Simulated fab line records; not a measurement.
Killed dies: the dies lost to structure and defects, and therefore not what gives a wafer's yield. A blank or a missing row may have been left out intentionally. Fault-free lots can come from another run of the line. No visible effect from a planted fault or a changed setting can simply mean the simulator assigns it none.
Lot-split experiment :: flow berkeley-cmos170 :: 23 wafers read from 5 lots, route of 331 steps

ABOUT THE SPLIT
At UCB170_M3_METAL_ETCH_18 (etches Al in Cl2/BCl3, stops on SiO2, target depth 1170 nm, time 195 s), the setting over-etch-frac was moved away from the recipe's 0.3 on 10 of the 23 wafers read, by -19.3% to +25.0%. For the rest of the wafers, this setting stayed at what the recipe calls for.

Between the split and the reading, the file records no step.

THE READING
oes-product-au, in a.u., at UCB170_M3_STRIP_19 (strips in O2). On this fab line, fault-free wafers typically give 0.542 a.u. with a standard deviation of 0.012 a.u.

wafer: L078.1
tool, chamber at the split: rie-metal-04, 0
over-etch-frac as run: 0.3
against the recipe: recipe
oes-product-au, a.u.: 0.548
against lot-mates on the recipe: -

wafer: L078.2
tool, chamber at the split: rie-metal-04, 1
over-etch-frac as run: 0.3343
against the recipe: +11.4%
oes-product-au, a.u.: 0.515
against lot-mates on the recipe: -0.027

wafer: L078.4
tool, chamber at the split: rie-metal-04, 0
over-etch-frac as run: 0.3343
against the recipe: +11.4%
oes-product-au, a.u.: 0.520
against lot-mates on the recipe: -0.022

wafer: L078.5
tool, chamber at the split: rie-metal-04, 1
over-etch-frac as run: 0.3
against the recipe: recipe
oes-product-au, a.u.: 0.536
against lot-mates on the recipe: -

wafer: L078.6
tool, chamber at the split: rie-metal-04, 0
over-etch-frac as run: 0.3
against the recipe: recipe
oes-product-au, a.u.: 0.541
against lot-mates on the recipe: -

wafer: L077.1
tool, chamber at the split: rie-metal-04, 1
over-etch-frac as run: 0.3
against the recipe: recipe
oes-product-au, a.u.: 0.545
against lot-mates on the recipe: -

wafer: L077.2
tool, chamber at the split: rie-metal-04, 0
over-etch-frac as run: 0.375
against the recipe: +25.0%
oes-product-au, a.u.: 0.497
against lot-mates on the recipe: -0.047

wafer: L077.3
tool, chamber at the split: rie-metal-04, 1
over-etch-frac as run: 0.3
against the recipe: recipe
oes-product-au, a.u.: 0.542
against lot-mates on the recipe: -

wafer: L077.4
tool, chamber at the split: rie-metal-04, 0
over-etch-frac as run: 0.375
against the recipe: +25.0%
oes-product-au, a.u.: 0.498
against lot-mates on the recipe: -0.046

wafer: L077.5
tool, chamber at the split: rie-metal-04, 1
over-etch-frac as run: 0.375
against the recipe: +25.0%
oes-product-au, a.u.: 0.503
against lot-mates on the recipe: -0.041

wafer: L080.1
tool, chamber at the split: rie-metal-03, 0
over-etch-frac as run: 0.3
against the recipe: recipe
oes-product-au, a.u.: 0.539
against lot-mates on the recipe: -

wafer: L080.3
tool, chamber at the split: rie-metal-03, 0
over-etch-frac as run: 0.3
against the recipe: recipe
oes-product-au, a.u.: 0.537
against lot-mates on the recipe: -

wafer: L080.5
tool, chamber at the split: rie-metal-03, 1
over-etch-frac as run: 0.3
against the recipe: recipe
oes-product-au, a.u.: 0.541
against lot-mates on the recipe: -

wafer: L085.1
tool, chamber at the split: rie-metal-04, 0
over-etch-frac as run: 0.3
against the recipe: recipe
oes-product-au, a.u.: 0.559
against lot-mates on the recipe: -

wafer: L085.2
tool, chamber at the split: rie-metal-04, 1
over-etch-frac as run: 0.3494
against the recipe: +16.5%
oes-product-au, a.u.: 0.525
against lot-mates on the recipe: -0.029

wafer: L085.3
tool, chamber at the split: rie-metal-04, 0
over-etch-frac as run: 0.3494
against the recipe: +16.5%
oes-product-au, a.u.: 0.524
against lot-mates on the recipe: -0.030

wafer: L085.5
tool, chamber at the split: rie-metal-04, 0
over-etch-frac as run: 0.3494
against the recipe: +16.5%
oes-product-au, a.u.: 0.531
against lot-mates on the recipe: -0.023

wafer: L085.6
tool, chamber at the split: rie-metal-04, 1
over-etch-frac as run: 0.3
against the recipe: recipe
oes-product-au, a.u.: 0.550
against lot-mates on the recipe: -

wafer: L084.1
tool, chamber at the split: rie-metal-02, 0
over-etch-frac as run: 0.3
against the recipe: recipe
oes-product-au, a.u.: 0.557
against lot-mates on the recipe: -

wafer: L084.3
tool, chamber at the split: rie-metal-02, 1
over-etch-frac as run: 0.2421
against the recipe: -19.3%
oes-product-au, a.u.: 0.564
against lot-mates on the recipe: +0.014

wafer: L084.4
tool, chamber at the split: rie-metal-02, 0
over-etch-frac as run: 0.3
against the recipe: recipe
oes-product-au, a.u.: 0.562
against lot-mates on the recipe: -

wafer: L084.5
tool, chamber at the split: rie-metal-02, 0
over-etch-frac as run: 0.2421
against the recipe: -19.3%
oes-product-au, a.u.: 0.590
against lot-mates on the recipe: +0.040

wafer: L084.6
tool, chamber at the split: rie-metal-02, 1
over-etch-frac as run: 0.3
against the recipe: recipe
oes-product-au, a.u.: 0.532
against lot-mates on the recipe: -

THE FIT
A straight line over all 23 wafers: oes-product-au changes by -0.00168 a.u. for each +1% of over-etch-frac; r = -0.91; the points scatter about the line by 0.0095 a.u.
The same after taking each lot's own level away (the mean of its wafers on the recipe; 23 wafers): -0.00166 a.u. for each +1%; r = -0.94; scatter 0.0074 a.u.
On that fit, the largest move of over-etch-frac shifts the reading by 0.041 a.u.
From 0.5390 to 0.5545 a.u.: that is the span of the lots' own levels, equal to 1.3 times the standard deviation above.
Hence the lot-to-lot level has little effect on the slope; both slopes agree.
Check: with one of the wafers moved furthest among these (+25.0%) left out of the fit, the line predicts -0.042 a.u. for it against its lot-mates. Against them it came out at -0.0465 a.u.
Tool readings at the split's step, against how far the setting was moved: oes-product-au r = -0.54.

THE OTHER SPLITS THESE WAFERS WENT THROUGH
Before the reading, these wafers also passed through other splits. Each is held against what the fit with the lots' levels taken away leaves over:
other split on the same wafers: UCB170_V1_PEB_10 peb-temp-c
wafers away from the commonest value: 11
r with oes-product-au (lot level and that fit taken away): -0.36

other split on the same wafers: UCB170_M2_EXPOSE_12 dose-mj
wafers away from the commonest value: 8
r with oes-product-au (lot level and that fit taken away): -0.23

other split on the same wafers: UCB170_M2_ETCH_17 source-w
wafers away from the commonest value: 4
r with oes-product-au (lot level and that fit taken away): -0.24

other split on the same wafers: UCB170_M3_SPUTTER_01 time-s
wafers away from the commonest value: 8
r with oes-product-au (lot level and that fit taken away): -0.11

THE WHOLE CHAIN: every reading that the file lists as answering this split, in the file's order
step: UCB170_M3_METAL_ETCH_18
what it does: etches Al in Cl2/BCl3, stops on SiO2, target depth 1170 nm, time 195 s
reading: KrF_of_M3_COAT_10.thk-nm (the simulator's own value, which no gauge read)
change (the file's fit): -1.51 nm for each +1% of the setting
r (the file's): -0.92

step: UCB170_M3_STRIP_19
what it does: strips in O2
reading: oes-product-au
change (the file's fit): -0.00168 a.u. for each +1% of the setting
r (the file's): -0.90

THE FILE'S OWN FIT
oes-product-au changes by -0.00168 a.u. for each +1% of over-etch-frac, r = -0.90.
